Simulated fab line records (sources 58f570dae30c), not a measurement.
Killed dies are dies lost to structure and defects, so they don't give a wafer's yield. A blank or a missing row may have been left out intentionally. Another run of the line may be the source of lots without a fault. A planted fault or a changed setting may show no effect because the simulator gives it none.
fab line records	flow berkeley_cmos170
record: lots: 5	wafers: 23
route steps=331 shown START@3 NWELL@27 PWELL@42 ACTIVE@70 PFIELD@86 NLDD@159 NSD@195 SDANNEAL@205 M3@331
start_h: start of the lot's first displayed wafer, in hours after the record's first day	wait_h: hours elapsed since this lot's preceding step	" identical to the entry in the row above	L1.1+2: a single row standing in for several wafers	- value missing, or start not given	* or withheld: withheld	< > ~ a bound
route shown NAME@n: names a module that has steps shown in the file, with the first one's number in the route	usual: mean/standard deviation of fault-free wafers	same: alike in all rows	chamber/n: place in a boat	sites: readings site by site	_std_site: their standard deviation	_edge_site: the outer-site mean with the inner-site mean subtracted	radius_mm: for every site, how far away it sits from the centre of the wafer	mask NAME#n: copy n	behind: the tool/chamber that last shaped the wafer	hold: reason for holding the lot/hours on hold/outcome of the hold	device: transistor that didn't switch, given as n, p or np	end of line: tests of these same wafers at the route's end	for a step that has no rows: nothing shown but its recipe	killed: dies that structure and defects cost at the first sort, which is not the same as the wafer's yield	map: a wafer's dies, x killed, . not, _ none there
set.NAME: the setting that was run; set.NAME@STEP: the one run at that earlier step	model.NAME: the simulator's own value behind a step, which no gauge read
lots run with intentionally changed settings; tables by step, rows by wafer
== steps ==
step: UCB170_START_OXIDATION_02
recipe: temp_c: 950	ambient: O2	target_thk_a: 200	ox_time_s: 1800
lot.wafer	tool	chamber	start_h	wait_h	set.ox_time_s	model.SiO2_of_START_OXIDATION_02.thk_nm
L074.2	-	-	-	4.0	1982	20.85
L074.3	"	-	"	"	1982	21.12
L074.4	"	-	"	"	1982	21.08
L074.5	"	-	"	"	1982	20.87
L074.6	"	-	"	"	1982	21.15
L075.1	-	-	-	1.8	1992	21.04
L075.2	"	-	"	"	1992	21.26
L075.3	"	-	"	"	1992	20.8
L075.4	"	-	"	"	1992	21.07
L075.5	"	-	"	"	1992	20.78
L076.1	-	-	-	1.0	1626	18.66
L076.2	"	-	"	"	1626	18.89
L076.3	"	-	"	"	1626	18.49
L076.5	"	-	"	"	1626	18.73
L076.6	"	-	"	"	1626	18.76
L077.1	-	-	-	2.6	1581	18.25
L077.2	"	-	"	"	1581	18.46
L077.3	"	-	"	"	1581	18.17
L077.4	"	-	"	"	1581	18.12
L077.6	"	-	"	"	1581	18.4
L079.2	furnace-04	0	35.39	0.2	1800	20.47
L079.4	"	0	"	"	1800	20.09
L079.6	"	0	"	"	1800	19.93
step: UCB170_START_THK_MEAS_03
recipe: reads: SiO2_of_START_OXIDATION_02
usual: START_OXIDE_THK: 19.82/0.27
lot.wafer	tool	chamber	start_h	wait_h	set.ox_time_s@START_OXIDATION_02	START_OXIDE_THK[nm]
L074.2	film_metro-04	-	-	-	1982	20.84
L074.3	"	-	"	"	1982	21.09
L074.4	"	-	"	"	1982	21.08
L074.5	"	-	"	"	1982	20.89
L074.6	"	-	"	"	1982	21.18
L075.1	film_metro-01	-	-	-	1992	21.04
L075.2	"	-	"	"	1992	21.34
L075.3	"	-	"	"	1992	20.77
L075.4	"	-	"	"	1992	21.03
L075.5	"	-	"	"	1992	20.74
L076.1	film_metro-01	-	-	-	1626	18.69
L076.2	"	-	"	"	1626	18.92
L076.3	"	-	"	"	1626	18.47
L076.5	"	-	"	"	1626	18.73
L076.6	"	-	"	"	1626	18.79
L077.1	film_metro-04	-	-	-	1581	18.25
L077.2	"	-	"	"	1581	18.41
L077.3	"	-	"	"	1581	18.18
L077.4	"	-	"	"	1581	18.07
L077.6	"	-	"	"	1581	18.40
L079.2	film_metro-03	-	36.90	0.0	1800	20.44
L079.4	"	-	"	"	1800	20.05
L079.6	"	-	"	"	1800	19.91
step: UCB170_NWELL_ETCH_13
recipe: chemistry: CH3F/Ar/O2	target: Si3N4	stop_on: SiO2	CH3F_flow_sccm: 20	Ar_flow_sccm: 50	O2_flow_sccm: 7	pressure_mtorr: 50	rf_w: 450	target_depth_a: 2464	over_etch_frac: 0.1	time_s: 154
usual: oes_product_au: 0.940/0.013
lot.wafer	tool	chamber	start_h	wait_h	set.time_s	oes_product_au	model.KrF_of_NWELL_COAT_07.thk_nm	model.etch.depth_nm
L075.1	rie_diel-04	3	32.24	0.0	154	0.954	721.6	223.4
L075.2	"	2	"	"	154	0.933	722.5	223.3
L075.3	"	1	"	"	154	0.952	723.7	223.8
L075.4	"	0	"	"	154	0.951	719.4	226.4
L075.5	"	2	"	"	154	0.934	724	224
L074.2	rie_diel-01	1	32.65	0.0	154	0.941	720.6	224.7
L074.3	"	3	"	"	154	0.938	726.7	223.8
L074.4	"	2	"	"	154	0.941	729.5	222.5
L074.5	"	3	"	"	154	0.939	726.3	225.2
L074.6	"	0	"	"	154	0.918	727.4	225.3
L076.1	rie_diel-04	1	40.00	0.0	132.9	1.004	749.6	-
L076.2	"	3	"	"	154	0.950	726.7	-
L076.3	"	2	"	"	154	0.933	729.1	226.4
L076.5	"	1	"	"	132.9	1.001	750.8	209.9
L076.6	"	2	"	"	132.9	1.002	746.4	-
L077.1	rie_diel-01	0	46.56	0.0	154	0.910	730.3	-
L077.2	"	3	"	"	134.5	0.987	747.6	209.6
L077.3	"	2	"	"	154	0.952	734.1	224.2
L077.4	"	3	"	"	134.5	0.977	749	209.3
L077.6	"	0	"	"	154	0.906	734.2	-
L079.2	rie_diel-04	2	50.69	0.0	154	0.935	721	227.1
L079.4	"	3	"	"	154	0.960	718.5	225.3
L079.6	"	2	"	"	154	0.935	719.9	223.6
step: UCB170_NWELL_IMPLANT_14
recipe: species: P	dose_cm2: 1e+13	energy_kev: 150	tilt_deg: 7
step: UCB170_NWELL_STRIP_15
recipe: chemistry: O2	power_w: 400	pressure_mtorr: 3500	platen_temp_c: withheld	o2_flow_sccm: 400	overash_fraction: 0.5
usual: strip_time_to_endpoint_s: 18.06/0.11
lot.wafer	tool	chamber	start_h	wait_h	set.time_s@NWELL_ETCH_13	strip_time_to_endpoint_s
L075.1	plasma_asher-01	1	32.49	0.1	154	18.01
L075.2	"	0	"	"	154	18.05
L075.3	"	1	"	"	154	18.06
L075.4	"	0	"	"	154	17.98
L075.5	"	1	"	"	154	18.08
L074.2	plasma_asher-01	0	32.91	0.1	154	17.99
L074.3	"	0	"	"	154	18.13
L074.4	"	1	"	"	154	18.20
L074.5	"	0	"	"	154	18.13
L074.6	"	1	"	"	154	18.15
L076.1	plasma_asher-01	0	40.25	0.1	132.9	18.68
L076.2	"	1	"	"	154	18.15
L076.3	"	1	"	"	154	18.18
L076.5	"	1	"	"	132.9	18.72
L076.6	"	0	"	"	132.9	18.61
L077.1	plasma_asher-03	1	46.82	0.1	154	18.23
L077.2	"	0	"	"	134.5	18.64
L077.3	"	0	"	"	154	18.33
L077.4	"	1	"	"	134.5	18.68
L077.6	"	1	"	"	154	18.32
L079.2	plasma_asher-01	0	50.94	0.1	154	18.00
L079.4	"	0	"	"	154	17.93
L079.6	"	1	"	"	154	17.98
step: UCB170_PWELL_COAT_08
recipe: resist: KrF	spin_rpm: 1500	resist_thk_nm: 900
lot.wafer	tool	chamber	start_h	wait_h	set.spin_rpm	model.KrF_of_PWELL_COAT_08.thk_nm
L074.2	litho_track-01	0	45.17	0.1	1500	898.7
L074.3	"	0	"	"	1500	898.1
L074.4	"	0	"	"	1529	887.7
L074.5	"	0	"	"	1529	889.2
L074.6	"	0	"	"	1500	898.5
L075.1	litho_track-02	0	45.23	0.1	1500	898.3
L075.2	"	0	"	"	1500	895.1
L075.3+5	"	0	"	"	1500	895.8
L075.4	"	0	"	"	1500	896.2
L076.1	litho_track-04	0	54.74	0.1	1500	906.2
L076.2	"	0	"	"	1554	889.5
L076.3	"	0	"	"	1500	904.5
L076.5	"	0	"	"	1554	888.3
L076.6	"	0	"	"	1500	904.6
L077.1	litho_track-04	0	60.02	0.1	1470	912.1
L077.2	"	0	"	"	1500	900.7
L077.3	"	0	"	"	1470	912.2
L077.4	"	0	"	"	1470	912.9
L077.6	"	0	"	"	1500	905.6
L079.2	litho_track-01	0	65.75	0.1	1500	901
L079.4	"	0	"	"	1500	904.5
L079.6	"	0	"	"	1500	900.4
step: UCB170_PWELL_ETCH_14
recipe: chemistry: CH3F/Ar/O2	target: Si3N4	stop_on: SiO2	CH3F_flow_sccm: 20	Ar_flow_sccm: 50	O2_flow_sccm: 7	pressure_mtorr: 50	rf_w: 450	target_depth_a: 2420	over_etch_frac: 0.1	time_s: 151
lot.wafer	tool	chamber	start_h	wait_h	set.rf_w	set.spin_rpm@PWELL_COAT_08	model.KrF_of_PWELL_COAT_08.thk_nm
L074.2	rie_diel-03	1	45.98	0.0	421.7	1500	726.5
L074.3	"	3	"	"	421.7	1500	731.5
L074.4	"	0	"	"	421.7	1529	717.3
L074.5	"	1	"	"	450	1529	711.9
L074.6	"	3	"	"	450	1500	726.9
L075.1	rie_diel-04	1	46.25	0.0	450	1500	725.3
L075.2+5	"	3	"	"	450	1500	718.4
L075.3	"	2	"	"	450	1500	720.9
L075.4	"	1	"	"	450	1500	722.2
L076.1	rie_diel-03	3	55.46	0.0	450	1500	733.3
L076.2	"	1	"	"	409.9	1554	718.8
L076.3	"	2	"	"	450	1500	733.1
L076.5	"	0	"	"	450	1554	713.9
L076.6	"	3	"	"	409.9	1500	738.9
L077.1	rie_diel-01	0	60.90	0.0	450	1470	741.4
L077.2	"	1	"	"	501.5	1500	717.7
L077.3	"	2	"	"	501.5	1470	733.8
L077.4	"	3	"	"	450	1470	740.7
L077.6	"	1	"	"	501.5	1500	723.9
L079.2	rie_diel-04	3	66.88	0.0	450	1500	722.2
L079.4	"	2	"	"	450	1500	728.1
L079.6	"	3	"	"	450	1500	724.3
step: UCB170_PWELL_IMPLANT_15
recipe: species: B	dose_cm2: 5e+12	energy_kev: 60	tilt_deg: 7
step: UCB170_PWELL_STRIP_16
recipe: chemistry: O2	power_w: 400	pressure_mtorr: 3500	platen_temp_c: withheld	o2_flow_sccm: 400	overash_fraction: 0.5
usual: strip_time_to_endpoint_s: 18.10/0.095
lot.wafer	tool	chamber	start_h	wait_h	set.spin_rpm@PWELL_COAT_08	strip_time_to_endpoint_s
L074.2	plasma_asher-02	0	46.23	0.1	1500	18.12
L074.3	"	0	"	"	1500	18.25
L074.4	"	1	"	"	1529	17.93
L074.5	"	0	"	"	1529	17.78
L074.6	"	1	"	"	1500	18.13
L075.1	plasma_asher-04	1	46.50	0.1	1500	18.11
L075.2	"	0	"	"	1500	17.93
L075.3	"	0	"	"	1500	18.01
L075.4	"	1	"	"	1500	18.03
L075.5	"	0	"	"	1500	17.94
L076.1	plasma_asher-02	1	55.71	0.1	1500	18.28
L076.2	"	0	"	"	1554	17.96
L076.3	"	1	"	"	1500	18.29
L076.5	"	0	"	"	1554	17.84
L076.6	"	1	"	"	1500	18.43
L077.1	plasma_asher-04	1	61.15	0.1	1470	18.52
L077.2	"	0	"	"	1500	17.92
L077.3	"	1	"	"	1470	18.32
L077.4	"	0	"	"	1470	18.48
L077.6	"	1	"	"	1500	18.06
L079.2	plasma_asher-04	1	67.13	0.1	1500	18.03
L079.4	"	0	"	"	1500	18.17
L079.6	"	0	"	"	1500	18.08
step: UCB170_ACTIVE_EXPOSE_10
recipe: mask_id: ACTIVE	target_cd_nm: 1200	na: 0.5	sigma_outer: 0.6	source_shape: conventional	dose_mj: 20
lot.wafer	tool	chamber	start_h	wait_h	mask	set.dose_mj
L075.1+3+4	krf_scanner-01	0	69.05	0.2	ACTIVE#0	20
L075.2+5	"	0	"	"	ACTIVE#0	19.59
L074.2+4+6	krf_scanner-01	0	73.54	0.1	ACTIVE#0	19.47
L074.3+5	"	0	"	"	ACTIVE#0	20
L076.1+2+3+5+6	krf_scanner-02	0	80.39	0.2	ACTIVE#0	20
L077.1+2	krf_scanner-01	0	80.63	0.4	ACTIVE#0	20
L077.3+4+6	"	0	"	"	ACTIVE#0	18.57
L079.2+4+6	krf_scanner-01	0	91.69	0.3	ACTIVE#0	20
step: UCB170_ACTIVE_PEB_11
recipe: peb_temp_c: 130	peb_time_s: withheld	resist: KrF
step: UCB170_ACTIVE_DEVELOP_12
recipe: developer: TMAH	develop_time_s: 45	resist: KrF	dev_temp_c: 21
step: UCB170_ACTIVE_CD_MEAS_13
recipe: target_cd_nm: 1200
usual: cd_nm: 1199.9/1.5
lot.wafer	tool	chamber	start_h	wait_h	set.dose_mj@ACTIVE_EXPOSE_10	cd_nm
L075.1	cd_sem-02	-	69.75	-	20	1202.2
L075.2	"	-	"	"	19.59	1206.3
L075.3	"	-	"	"	20	1200.9
L075.4	"	-	"	"	20	1202.8
L075.5	"	-	"	"	19.59	1205.2
L074.2	cd_sem-01	-	74.27	-	19.47	1201.8
L074.3	"	-	"	"	20	1197.0
L074.4	"	-	"	"	19.47	1204.0
L074.5	"	-	"	"	20	1197.8
L074.6	"	-	"	"	19.47	1203.9
L076.1	cd_sem-01	-	80.78	-	20	1199.2
L076.2	"	-	"	"	20	1199.1
L076.3	"	-	"	"	20	1197.9
L076.5	"	-	"	"	20	1199.4
L076.6	"	-	"	"	20	1199.0
L077.1	cd_sem-01	-	81.02	-	20	1197.7
L077.2	"	-	"	"	20	1198.2
L077.3	"	-	"	"	18.57	1210.6
L077.4	"	-	"	"	18.57	1210.5
L077.6	"	-	"	"	18.57	1212.3
L079.2	cd_sem-02	-	92.27	-	20	1197.3
L079.4	"	-	"	"	20	1199.5
L079.6	"	-	"	"	20	1197.3
step: UCB170_ACTIVE_ETCH_15
recipe: chemistry: CH3F/Ar/O2	target: Si3N4	stop_on: SiO2	CH3F_flow_sccm: 20	Ar_flow_sccm: 50	O2_flow_sccm: 7	pressure_mtorr: 50	rf_w: 450	target_depth_a: 2420	over_etch_frac: 0.1	time_s: 151
lot.wafer	tool	chamber	start_h	wait_h	set.rf_w	set.dose_mj@ACTIVE_EXPOSE_10	model.ACTIVE.cd_nm
L075.1	rie_diel-02	1	69.90	0.0	450	20	1202
L075.2	"	2	"	"	450	19.59	1206
L075.3	"	0	"	"	450	20	1201
L075.4	"	3	"	"	450	20	1203
L075.5	"	2	"	"	450	19.59	1205
L074.2	rie_diel-03	3	74.40	0.0	405	19.47	1202
L074.3	"	0	"	"	405	20	1197
L074.4+6	"	2,0	"	"	450	19.47	1204
L074.5	"	1	"	"	405	20	1198
L076.1+2	rie_diel-02	3,2	80.94	0.0	450	20	1199
L076.3	"	1	"	"	450	20	1198
L076.5	"	3	"	"	403.3	20	1200
L076.6	"	1	"	"	403.3	20	1199
L077.1+2	rie_diel-03	3,1	81.18	0.0	421.1	20	1198
L077.3	"	2	"	"	450	18.57	1211
L077.4	"	0	"	"	421.1	18.57	1211
L077.6	"	3	"	"	450	18.57	1212
L079.2+6	rie_diel-03	0,3	92.41	0.0	450	20	1197
L079.4	"	1	"	"	450	20	1199
step: UCB170_ACTIVE_STRIP_16
recipe: chemistry: O2	power_w: 400	pressure_mtorr: 3500	platen_temp_c: withheld	o2_flow_sccm: 400	overash_fraction: 0.5
step: UCB170_ACTIVE_CD_MEAS_90
recipe: target_cd_nm: 1200
usual: cd_nm: 1199.9/1.4
lot.wafer	tool	chamber	start_h	wait_h	set.dose_mj@ACTIVE_EXPOSE_10	cd_nm
L075.1	cd_sem-02	-	70.11	0.1	20	1202.0
L075.2	"	-	"	"	19.59	1206.5
L075.3	"	-	"	"	20	1201.0
L075.4	"	-	"	"	20	1203.0
L075.5	"	-	"	"	19.59	1205.1
L074.2	cd_sem-01	-	74.66	0.1	19.47	1202.5
L074.3	"	-	"	"	20	1197.6
L074.4	"	-	"	"	19.47	1203.6
L074.5	"	-	"	"	20	1198.5
L074.6	"	-	"	"	19.47	1203.7
L076.1	cd_sem-02	-	81.14	0.1	20	1199.1
L076.2	"	-	"	"	20	1198.9
L076.3	"	-	"	"	20	1198.0
L076.5	"	-	"	"	20	1200.3
L076.6	"	-	"	"	20	1199.1
L077.1	cd_sem-01	-	81.38	0.1	20	1198.0
L077.2	"	-	"	"	20	1198.5
L077.3	"	-	"	"	18.57	1210.7
L077.4	"	-	"	"	18.57	1210.6
L077.6	"	-	"	"	18.57	1212.4
L079.2	cd_sem-02	-	92.63	0.1	20	1197.4
L079.4	"	-	"	"	20	1199.6
L079.6	"	-	"	"	20	1197.5
step: UCB170_PFIELD_IMPLANT_07
recipe: species: B	dose_cm2: 2e+13	energy_kev: 80	tilt_deg: 7
lot.wafer	tool	chamber	start_h	wait_h	set.energy_kev	model.implant.rp_nm	model.implant.drp_nm
L075.1+3+5	implanter-04	0	72.10	0.0	80	259.7	74.86
L075.2+4	"	0	"	"	77.05	252.1	73.5
L074.2+3+4+5+6	implanter-01	0	77.73	0.0	80	257.6	74.86
L076.1+2+5	implanter-01	0	83.24	0.0	80	265.3	74.86
L076.3+6	"	0	"	"	82.18	271.3	75.81
L077.1+2+3+4+6	implanter-03	0	83.79	0.0	80	263.4	74.86
L079.2+4+6	implanter-04	0	94.57	0.0	80	261.6	74.86
step: UCB170_NLDD_COAT_01
recipe: resist: KrF	spin_rpm: 1500	resist_thk_nm: 900
lot.wafer	tool	chamber	start_h	wait_h	set.resist_thk_nm	model.KrF_of_NLDD_COAT_01.thk_nm
L075.1	litho_track-03	0	119.81	0.1	922.9	923.9
L075.2	"	0	"	"	900	897
L075.3	"	0	"	"	922.9	926.8
L075.4	"	0	"	"	900	900.4
L075.5	"	0	"	"	900	901.1
L074.2	litho_track-02	0	120.40	0.1	940.3	935.3
L074.3	"	0	"	"	900	896.8
L074.4	"	0	"	"	900	898.5
L074.5	"	0	"	"	940.3	936.6
L074.6	"	0	"	"	900	896.2
L077.1	litho_track-02	0	124.70	0.1	900	898.1
L077.2	"	0	"	"	900	899.4
L077.3	"	0	"	"	900	897
L077.4	"	0	"	"	900	899.5
L077.6	"	0	"	"	900	899.8
L076.1	litho_track-03	0	124.77	0.1	900	906
L076.2	"	0	"	"	854.7	858.5
L076.3	"	0	"	"	854.7	859.5
L076.5	"	0	"	"	900	906.9
L076.6	"	0	"	"	900	904.5
L079.2	litho_track-02	0	135.71	0.1	900	900.1
L079.4	"	0	"	"	900	899.5
L079.6	"	0	"	"	900	899.7
step: UCB170_NLDD_SOFTBAKE_02
recipe: resist: KrF	temp_c: 130	time_s: 60
step: UCB170_NLDD_EXPOSE_03
recipe: mask_id: NSELECT	na: 0.5	sigma_outer: 0.6	source_shape: conventional	target_cd_nm: 1200	dose_mj: 30
step: UCB170_NLDD_IMPLANT_08
recipe: species: As	dose_cm2: 5e+13	energy_kev: 30	tilt_deg: 7	rotation_deg: 0
step: UCB170_NLDD_IMPLANT_09
recipe: species: As	dose_cm2: 5e+13	energy_kev: 30	tilt_deg: 7	rotation_deg: 180
step: UCB170_NLDD_STRIP_10
recipe: chemistry: O2	power_w: 400	pressure_mtorr: 3500	platen_temp_c: withheld	o2_flow_sccm: 400	overash_fraction: 0.5
usual: strip_time_to_endpoint_s: 21.64/0.066
lot.wafer	tool	chamber	start_h	wait_h	set.resist_thk_nm@NLDD_COAT_01	strip_time_to_endpoint_s
L075.1	plasma_asher-01	1	121.29	0.1	922.9	22.20
L075.2	"	0	"	"	900	21.56
L075.3	"	0	"	"	922.9	22.25
L075.4	"	1	"	"	900	21.64
L075.5	"	1	"	"	900	21.66
L074.2	plasma_asher-03	1	121.52	0.1	940.3	22.48
L074.3	"	1	"	"	900	21.56
L074.4	"	0	"	"	900	21.58
L074.5	"	1	"	"	940.3	22.49
L074.6	"	0	"	"	900	21.52
L077.1	plasma_asher-03	1	126.22	0.2	900	21.56
L077.2	"	0	"	"	900	21.61
L077.3	"	1	"	"	900	21.56
L077.4	"	0	"	"	900	21.61
L077.6	"	1	"	"	900	21.63
L076.1	plasma_asher-02	0	126.39	0.1	900	21.78
L076.2	"	1	"	"	854.7	20.64
L076.3	"	0	"	"	854.7	20.66
L076.5	"	0	"	"	900	21.79
L076.6	"	1	"	"	900	21.71
L079.2	plasma_asher-02	1	137.31	0.1	900	21.63
L079.4	"	0	"	"	900	21.62
L079.6	"	0	"	"	900	21.63
step: UCB170_NSD_IMPLANT_08
recipe: species: P	dose_cm2: 3e+15	energy_kev: 40	tilt_deg: 7
lot.wafer	tool	chamber	start_h	wait_h	set.dose_cm2
L075.1+3+4	implanter-02	0	128.85	0.0	3.152e+15
L075.2+5	"	0	"	"	3e+15
L074.2+3+4+5+6	implanter-04	0	128.99	0.0	3e+15
L077.1+2+3+4+6	implanter-04	0	135.49	0.0	3e+15
L076.1+3+6	implanter-03	0	135.77	0.0	3.096e+15
L076.2+5	"	0	"	"	3e+15
L079.2+4+6	implanter-02	0	145.47	0.0	3e+15
step: UCB170_NSD_STRIP_09
recipe: chemistry: O2	power_w: 400	pressure_mtorr: 3500	platen_temp_c: withheld	o2_flow_sccm: 400	overash_fraction: 0.5
usual: strip_time_to_endpoint_s: 35.85/0.079
lot.wafer	tool	chamber	start_h	wait_h	set.dose_cm2@NSD_IMPLANT_08	strip_time_to_endpoint_s
L075.1	plasma_asher-01	0	129.00	0.1	3.152e+15	36.40
L075.2	"	1	"	"	3e+15	35.95
L075.3	"	1	"	"	3.152e+15	36.33
L075.4	"	0	"	"	3.152e+15	36.40
L075.5	"	0	"	"	3e+15	35.84
L074.2	plasma_asher-02	1	129.11	0.1	3e+15	35.86
L074.3	"	0	"	"	3e+15	35.81
L074.4	"	1	"	"	3e+15	35.85
L074.5	"	1	"	"	3e+15	35.78
L074.6	"	0	"	"	3e+15	35.88
L077.1	plasma_asher-04	0	135.64	0.1	3e+15	35.74
L077.2	"	1	"	"	3e+15	35.66
L077.3	"	0	"	"	3e+15	35.69
L077.4	"	1	"	"	3e+15	35.74
L077.6	"	1	"	"	3e+15	35.73
L076.1	plasma_asher-02	0	135.92	0.1	3.096e+15	36.08
L076.2	"	1	"	"	3e+15	35.82
L076.3	"	1	"	"	3.096e+15	36.10
L076.5	"	1	"	"	3e+15	35.78
L076.6	"	0	"	"	3.096e+15	36.12
L079.2	plasma_asher-02	0	145.59	0.1	3e+15	35.77
L079.4	"	1	"	"	3e+15	35.85
L079.6	"	0	"	"	3e+15	35.93
step: UCB170_NSD_CLEAN_11
recipe: chemistry: SPM	temp_c: 120	time_s: 600
step: UCB170_SDANNEAL_RTA_01
recipe: temp_c: 1050	time_s: 5	ambient: N2
step: UCB170_SDANNEAL_RS_MEAS_03
recipe: thk_meas_gauge: four-point-probe
usual: NSD_RS: 37.27/0.093
lot.wafer	tool	chamber	start_h	wait_h	set.dose_cm2@NSD_IMPLANT_08	NSD_RS[ohm/sq]
L075.1	film_metro-04	-	130.30	0.1	3.152e+15	36.38
L075.2	"	-	"	"	3e+15	37.21
L075.3	"	-	"	"	3.152e+15	36.47
L075.4	"	-	"	"	3.152e+15	36.44
L075.5	"	-	"	"	3e+15	37.21
L074.2	film_metro-03	-	130.50	0.1	3e+15	37.35
L074.3	"	-	"	"	3e+15	37.34
L074.4	"	-	"	"	3e+15	37.22
L074.5	"	-	"	"	3e+15	37.24
L074.6	"	-	"	"	3e+15	37.32
L077.1	film_metro-04	-	137.42	0.1	3e+15	37.30
L077.2	"	-	"	"	3e+15	37.31
L077.3	"	-	"	"	3e+15	37.30
L077.4	"	-	"	"	3e+15	37.33
L077.6	"	-	"	"	3e+15	37.22
L076.1	film_metro-03	-	137.90	0.1	3.096e+15	36.87
L076.2	"	-	"	"	3e+15	37.46
L076.3	"	-	"	"	3.096e+15	36.84
L076.5	"	-	"	"	3e+15	37.43
L076.6	"	-	"	"	3.096e+15	36.81
L079.2	film_metro-04	-	147.28	0.1	3e+15	37.35
L079.4	"	-	"	"	3e+15	37.30
L079.6	"	-	"	"	3e+15	37.29
step: UCB170_M3_PROBE_99
lot.wafer	tool	chamber	start_h	wait_h	set.dose_cm2@NSD_IMPLANT_08	model.etest.contact_npoly.end_ohm_um
L075.1	prober-02	-	156.17	0.1	3.152e+15	57.54
L075.2	prober-02	-	156.22	0.1	3e+15	62.99
L075.3	prober-02	-	156.27	0.2	3.152e+15	59.32
L075.4	prober-02	-	156.32	0.2	3.152e+15	57.49
L075.5	prober-02	-	156.37	0.2	3e+15	64.78
L074.4	prober-02	-	157.15	0.2	3e+15	64.95
L074.5	prober-02	-	157.20	0.2	3e+15	64.58
L074.6	prober-02	-	157.25	0.2	3e+15	64.17
L077.1	prober-01	-	164.44	0.1	3e+15	61.32
L077.6	prober-01	-	164.69	0.2	3e+15	62.29
L076.2	prober-02	-	166.69	0.1	3e+15	62.96
L076.3	prober-02	-	166.74	0.2	3.096e+15	58.25
L079.2	prober-02	-	172.26	0.1	3e+15	64.82
L079.4	prober-02	-	172.36	0.2	3e+15	65.18
L079.6	prober-02	-	172.46	0.2	3e+15	62.09
killed by level:class
L079.2 WELLDRIVE:geometric_particle:open=2 M2:geometric_particle:short=2 V1:geometric_particle:short=1 M3:geometric_particle:short=1
L079.4 GATE:geometric_particle:short=1 SPACER:geometric_particle:open=1 V2:geometric_particle:open=1 PWELL:area_etch=1
L079.6 SPACER:geometric_particle:short=3 V1:geometric_particle:short=1
== key ==
split: step: UCB170_START_OXIDATION_02	setting: ox_time_s	stated: 1800	by: lot
response: step: UCB170_START_OXIDATION_02	reading: model.SiO2_of_START_OXIDATION_02.thk_nm	change: +0.118	per: 1%	r: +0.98
response: step: UCB170_START_THK_MEAS_03	reading: START_OXIDE_THK	change: +0.118	per: 1%	r: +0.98
split: step: UCB170_NWELL_ETCH_13	setting: time_s	stated: 154	by: wafer
response: step: UCB170_NWELL_ETCH_13	reading: oes_product_au	change: -0.00453	per: 1%	r: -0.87
response: step: UCB170_NWELL_ETCH_13	reading: model.KrF_of_NWELL_COAT_07.thk_nm	change: -1.39	per: 1%	r: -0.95
response: step: UCB170_NWELL_ETCH_13	reading: model.etch.depth_nm	change: +1.18	per: 1%	r: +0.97
response: step: UCB170_NWELL_STRIP_15	reading: strip_time_to_endpoint_s	change: *	per: 1%	r: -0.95
split: step: UCB170_PWELL_COAT_08	setting: spin_rpm	stated: 1500	by: wafer
response: step: UCB170_PWELL_COAT_08	reading: model.KrF_of_PWELL_COAT_08.thk_nm	change: -4.64	per: 1%	r: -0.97
response: step: UCB170_PWELL_ETCH_14	reading: model.KrF_of_PWELL_COAT_08.thk_nm	change: -6.26	per: 1%	r: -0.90
response: step: UCB170_PWELL_STRIP_16	reading: strip_time_to_endpoint_s	change: *	per: 1%	r: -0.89
split: step: UCB170_PWELL_ETCH_14	setting: rf_w	stated: 450	by: wafer
response none clear
split: step: UCB170_ACTIVE_EXPOSE_10	setting: dose_mj	stated: 20	by: wafer
response: step: UCB170_ACTIVE_CD_MEAS_13	reading: cd_nm	change: -1.88	per: 1%	r: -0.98
response: step: UCB170_ACTIVE_ETCH_15	reading: model.ACTIVE.cd_nm	change: -1.84	per: 1%	r: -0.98
response: step: UCB170_ACTIVE_CD_MEAS_90	reading: cd_nm	change: -1.84	per: 1%	r: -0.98
split: step: UCB170_ACTIVE_ETCH_15	setting: rf_w	stated: 450	by: wafer
response none clear
split: step: UCB170_PFIELD_IMPLANT_07	setting: energy_kev	stated: 80	by: wafer
response: step: UCB170_PFIELD_IMPLANT_07	reading: model.implant.rp_nm	change: +2.12	per: 1%	r: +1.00
response: step: UCB170_PFIELD_IMPLANT_07	reading: model.implant.drp_nm	change: +0.361	per: 1%	r: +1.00
split: step: UCB170_NLDD_COAT_01	setting: resist_thk_nm	stated: 900	by: wafer
response: step: UCB170_NLDD_COAT_01	reading: model.KrF_of_NLDD_COAT_01.thk_nm	change: +9.16	per: 1%	r: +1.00
response: step: UCB170_NLDD_STRIP_10	reading: strip_time_to_endpoint_s	change: *	per: 1%	r: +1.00
split: step: UCB170_NSD_IMPLANT_08	setting: dose_cm2	stated: 3e+15	by: wafer
response: step: UCB170_NSD_STRIP_09	reading: strip_time_to_endpoint_s	change: *	per: 1%	r: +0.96
response: step: UCB170_SDANNEAL_RS_MEAS_03	reading: NSD_RS	change: -0.164	per: 1%	r: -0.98
response: step: UCB170_M3_PROBE_99	reading: model.etest.contact_npoly.end_ohm_um	change: -1.19	per: 1%	r: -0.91
